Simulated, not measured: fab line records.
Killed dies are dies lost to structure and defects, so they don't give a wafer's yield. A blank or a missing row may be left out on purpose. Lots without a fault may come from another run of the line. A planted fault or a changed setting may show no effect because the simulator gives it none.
A lot that was struck, set against a sound lot	flow berkeleyCmos170	16 out of 331 route steps
Sound: the wafers L108.1, L108.4, L108.5. Struck: wafers L118.2, L118.4, L118.6. Last of all comes the cause.
At each step with rows: each side's tool, then ch and its chambers, then its first start. Under that, the readings that differ: sound wafers	struck wafers	difference of the means	sigmas: that difference in standard deviations of wafers without a fault.
alike: a reading whose means differ by less than 2 such deviations, as well as words and numbers matching on both sides. not compared: withheld readings; readings where some wafer has no value; bounds like >300 that might hide an equal value; numbers whose values overlap and for which the record gives no deviation.
A row with sigmas, a row that says differs or no value, or rows on one side alone: a step with any of these is where the two part. Numbers that have no deviation but don't overlap get no sigmas and don't part them. A reading missing from all wafers of one side parts the sides only when that side holds two or more wafers.

first, 5 steps without rows for these wafers: UCB170_NLDD_COAT_01 (resist thk 900 nm); UCB170_NLDD_SOFTBAKE_02 (time 60 s); UCB170_NLDD_EXPOSE_03 (exposes mask NSELECT, target cd 1200 nm); UCB170_NLDD_PEB_04; UCB170_NLDD_DEVELOP_05 (develop time 45 s).
UCB170_NLDD_CD_MEAS_06 targets a cd of 1200 nm.
  sound on cdSem-02 at day 8 01:20; struck on cdSem-01 at day 9 22:11
  alike: cdNm
UCB170_NLDD_OVL_MEAS_07:
  sound on overlay-02 at day 8 01:28; struck on overlay-01 at day 9 22:18
  alike: NLDD_OVL
then, 2 steps without rows for these wafers: UCB170_NLDD_IMPLANT_08; UCB170_NLDD_IMPLANT_09.
UCB170_NLDD_STRIP_10: strips in O2.
  sound on plasmaAsher-02 ch 0, day 8 01:48; struck on plasmaAsher-01 ch 0,1, day 9 22:38
  alike: drypumpMotorCurrentA, oesProductAu, stripTimeToEndpointS
  not compared: rfHoursCounterH
UCB170_NLDD_TW_MEAS_11:
  sound on filmMetro-04 at day 8 01:54; struck on filmMetro-03 at day 9 22:44
reading	sound	struck	difference	sigmas
NLDD_TW	2272 2274 2269	2226 2230 2220	-46	-2
then, 1 step without rows for these wafers: UCB170_NLDD_CLEAN_12 (cleans in SPM, time 600 s).
UCB170_SPACER_CVD_00: deposits SiO2 from TEOS/O2, target thk 376 nm, time 47 s.
  sound on pecvd-02 ch 0,1, day 8 03:27; struck on pecvd-02 ch 0,1, day 10 00:43
  alike: heaterPowerW
UCB170_SPACER_THK_MEAS_01:
  sound on filmMetro-03 at day 8 03:29; struck on filmMetro-01 at day 10 00:46
reading	sound	struck	difference	sigmas
SPACER_TEOS_THK (nm)	371 381 383	749 752 762	+376	+70
then, 1 step without rows for these wafers: UCB170_SPACER_ANNEAL_02 (time 1800 s).
UCB170_SPACER_ETCHBACK_03: etches SiO2 in CHF3/CF4/Ar, stops on Si, target depth 376 nm, time 100 s.
  sound on rieDiel-02 ch 0,2,3, day 8 07:55; struck on rieDiel-03 ch 1,2, day 10 03:49
reading	sound	struck	difference	sigmas
oesProductAu (a.u.)	0.886 0.907 0.904	1.035 0.981 1.038	+0.119	+7
model.etch.depthNm (nm)	371 380.5 382.9	436.8 419.4 436	+52.6	
  alike: drypumpMotorCurrentA, mfcArSccm, throttleValvePct
  not compared: rfHoursCounterH

WHERE THEY PART
At UCB170_NLDD_TW_MEAS_11 first; at UCB170_SPACER_ETCHBACK_03 last (within this record only).

WHY: the cause the simulator had injected
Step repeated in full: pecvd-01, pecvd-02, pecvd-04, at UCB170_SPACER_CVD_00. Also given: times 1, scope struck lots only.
